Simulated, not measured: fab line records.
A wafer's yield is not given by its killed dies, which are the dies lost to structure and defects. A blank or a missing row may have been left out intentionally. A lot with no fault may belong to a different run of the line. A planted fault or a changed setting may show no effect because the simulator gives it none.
Chamber matching || flow berkeley cmos170 || 4 sister chambers for UCB170_NWELL_ETCH_13 on rie diel-04
The step etches Si3N4 in CH3F/Ar/O2, stops on SiO2, target depth 246.4 nm, time 154 s. 8 wafers are shown with their chamber, then 7 later ones without.

== WAFERS, EACH WITH ITS CHAMBER ==
{"wafer": "L758.4", "chamber": 0, "throttle valve pct (%)": 7.77, "oes product au (a.u.)": 0.951}
{"wafer": "L761.3", "chamber": 2, "throttle valve pct (%)": 7.98, "oes product au (a.u.)": 0.936}
{"wafer": "L761.6", "chamber": 3, "throttle valve pct (%)": 7.82, "oes product au (a.u.)": 0.929}
{"wafer": "L762.1", "chamber": 3, "throttle valve pct (%)": 7.83, "oes product au (a.u.)": 0.935}
{"wafer": "L762.3", "chamber": 1, "throttle valve pct (%)": 8.09, "oes product au (a.u.)": 0.927}
{"wafer": "L762.5", "chamber": 0, "throttle valve pct (%)": 7.77, "oes product au (a.u.)": 0.957}
{"wafer": "L764.3", "chamber": 2, "throttle valve pct (%)": 7.98, "oes product au (a.u.)": 0.934}
{"wafer": "L764.4", "chamber": 1, "throttle valve pct (%)": 8.07, "oes product au (a.u.)": 0.918}

== WAFERS WHOSE CHAMBER IS MISSING ==
{"wafer": "L764.5", "throttle valve pct (%)": 7.83, "oes product au (a.u.)": 0.932}
{"wafer": "L777.2", "throttle valve pct (%)": 7.76, "oes product au (a.u.)": 0.956}
{"wafer": "L777.5", "throttle valve pct (%)": 8.07, "oes product au (a.u.)": 0.940}
{"wafer": "L777.6", "throttle valve pct (%)": 7.76, "oes product au (a.u.)": 0.957}
{"wafer": "L778.1", "throttle valve pct (%)": 7.77, "oes product au (a.u.)": 0.958}
{"wafer": "L778.2", "throttle valve pct (%)": 8.01, "oes product au (a.u.)": 0.935}
{"wafer": "L778.4", "throttle valve pct (%)": 7.82, "oes product au (a.u.)": 0.939}

== THE CHAMBER EACH PASSED THROUGH ==
{"wafer": "L764.5", "from the rows above": 3, "in truth": 3}
{"wafer": "L777.2", "from the rows above": 0, "in truth": 0}
{"wafer": "L777.5", "from the rows above": 1, "in truth": 1}
{"wafer": "L777.6", "from the rows above": 0, "in truth": 0}
{"wafer": "L778.1", "from the rows above": 0, "in truth": 0}
{"wafer": "L778.2", "from the rows above": 2, "in truth": 2}
{"wafer": "L778.4", "from the rows above": 3, "in truth": 3}
Correctly placed: 7 of 7. Number that these rows cannot place: 0. 0 placed wrongly.
How it was worked out, from the rows above alone: a wafer's distance from a chamber is the root of the sum, over the readings, of the square of ((its reading less the chamber's mean) divided by the reading's scatter). The wafer belongs to the nearest chamber; if the next one is less than 2 further off, it can't be placed. The mean given for a chamber averages the wafers shown for that chamber. The scatter is the square root of a quotient: the sum, over the shown wafers, of each reading's squared deviation from its chamber's mean, divided by wafers minus chambers.
